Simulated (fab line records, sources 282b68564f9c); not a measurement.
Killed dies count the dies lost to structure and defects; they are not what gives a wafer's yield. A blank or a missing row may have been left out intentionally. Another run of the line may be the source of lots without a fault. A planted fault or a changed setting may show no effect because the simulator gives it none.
Split-lot experiment	flow ritCmos	5 lots, 23 wafers read, on a route of 202 steps

## ABOUT THE SPLIT
At RIT_NWELL_COAT_01 (resist thk 1300 nm), the setting resistThkNm was moved away from the recipe's 1300 nm on 7 of the 23 wafers read, by -3.4% to +6.0%. For the rest of the wafers, this setting stayed at what the recipe calls for.

## FROM THE SPLIT TO THE READING: what the file shows between them, 3 steps
- RIT_NWELL_SOFTBAKE_02: time 60 s
- RIT_NWELL_EXPOSE_03: exposes mask M2, target cd 43900 nm
- RIT_NWELL_DEVELOP_05: develop time 68 s

## THE READING
NOVOLAK_of_NWELL_COAT_01.thkNm (the simulator's own value, which no gauge read), in nm, at RIT_NWELL_HARDBAKE_07 (time 120 s). The file does not state a usual value for it. Here, 16 wafers ran the recipe; their average is 1138 nm with a standard deviation of 3.2 nm.

wafer	tool, chamber at the split	resistThkNm as run, nm	against the recipe	NOVOLAK_of_NWELL_COAT_01.thkNm, nm	against lot-mates on the recipe
L076.1	lithoTrack-01, 0	1300	recipe	1136	-
L076.2	lithoTrack-01, 0	1300	recipe	1139	-
L076.4	lithoTrack-01, 0	1300	recipe	1137	-
L076.5	lithoTrack-01, 0	1300	recipe	1137	-
L076.6	lithoTrack-01, 0	1300	recipe	1134	-
L077.2	lithoTrack-01, 0	1300	recipe	1135	-
L077.4	lithoTrack-01, 0	1300	recipe	1135	-
L077.6	lithoTrack-01, 0	1300	recipe	1135	-
L077.3	lithoTrack-01, 0	1368	+5.2%	1195	+60
L077.5	lithoTrack-01, 0	1368	+5.2%	1193	+58
L081.3	lithoTrack-04, 0	1300	recipe	1140	-
L081.4	lithoTrack-04, 0	1300	recipe	1140	-
L081.5	lithoTrack-04, 0	1300	recipe	1138	-
L082.1	lithoTrack-04, 0	1300	recipe	1145	-
L082.5	lithoTrack-04, 0	1300	recipe	1145	-
L082.2	lithoTrack-04, 0	1256	-3.4%	1104	-39
L082.3	lithoTrack-04, 0	1300	recipe	1140	-
L082.6	lithoTrack-04, 0	1256	-3.4%	1110	-33
L083.1	lithoTrack-04, 0	1378	+6.0%	1206	+68
L083.2	lithoTrack-04, 0	1378	+6.0%	1206	+68
L083.3	lithoTrack-04, 0	1300	recipe	1137	-
L083.5	lithoTrack-04, 0	1300	recipe	1139	-
L083.6	lithoTrack-04, 0	1378	+6.0%	1208	+70

FIT RESULTS
A straight line over all 23 wafers: NOVOLAK_of_NWELL_COAT_01.thkNm changes by +10.8 nm for each +1% of resistThkNm; r = +0.99; the points scatter about the line by 3.5 nm.
The same after taking each lot's own level away (the mean of its wafers on the recipe; 23 wafers): +11.3 nm for each +1%; r = +1.00; scatter 1.8 nm.
According to that fit, moving resistThkNm by its largest amount changes the reading by 68 nm.
The span of the lots' own levels, 1135.0 to 1143.3 nm, comes to 2.6 times the standard deviation stated above.
The two slopes agree, so the slope changes little with the lot-to-lot level.
Check: +67.9 nm against its lot-mates is what the line predicts for one of the wafers moved furthest among these (+6.0%) when that wafer is left out of the fit. It came out at +68 nm against them.

## OTHER SPLITS ON THESE WAFERS
These wafers also went through other splits before the reading. Each is held against what the fit with the lots' levels taken away leaves over:
other split on the same wafers	wafers away from the commonest value	r with NOVOLAK_of_NWELL_COAT_01.thkNm (lot level and that fit taken away)
RIT_ACTIVE_COAT_06 resistThkNm	9	-0.10
RIT_ACTIVE_SOFTBAKE_07 tempC	9	+0.06
RIT_ACTIVE_ETCH_13 overEtchFrac	4	-0.13
RIT_FOX1_OXIDATION_00 tempC	10	+0.11

## THE WHOLE CHAIN: every reading that the file lists as answering this split, in the file's order
step	what it does	reading	change (the file's fit)	r (the file's)
RIT_NWELL_COAT_01	resist thk 1300 nm	NOVOLAK_of_NWELL_COAT_01.thkNm (the simulator's own value, which no gauge read)	+13.1 nm for each +1% of the setting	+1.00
RIT_NWELL_HARDBAKE_07	time 120 s	NOVOLAK_of_NWELL_COAT_01.thkNm (the simulator's own value, which no gauge read)	+11.2 nm for each +1% of the setting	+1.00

## FILE'S OWN FIT
NOVOLAK_of_NWELL_COAT_01.thkNm changes by +11.2 nm for each +1% of resistThkNm, r = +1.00.
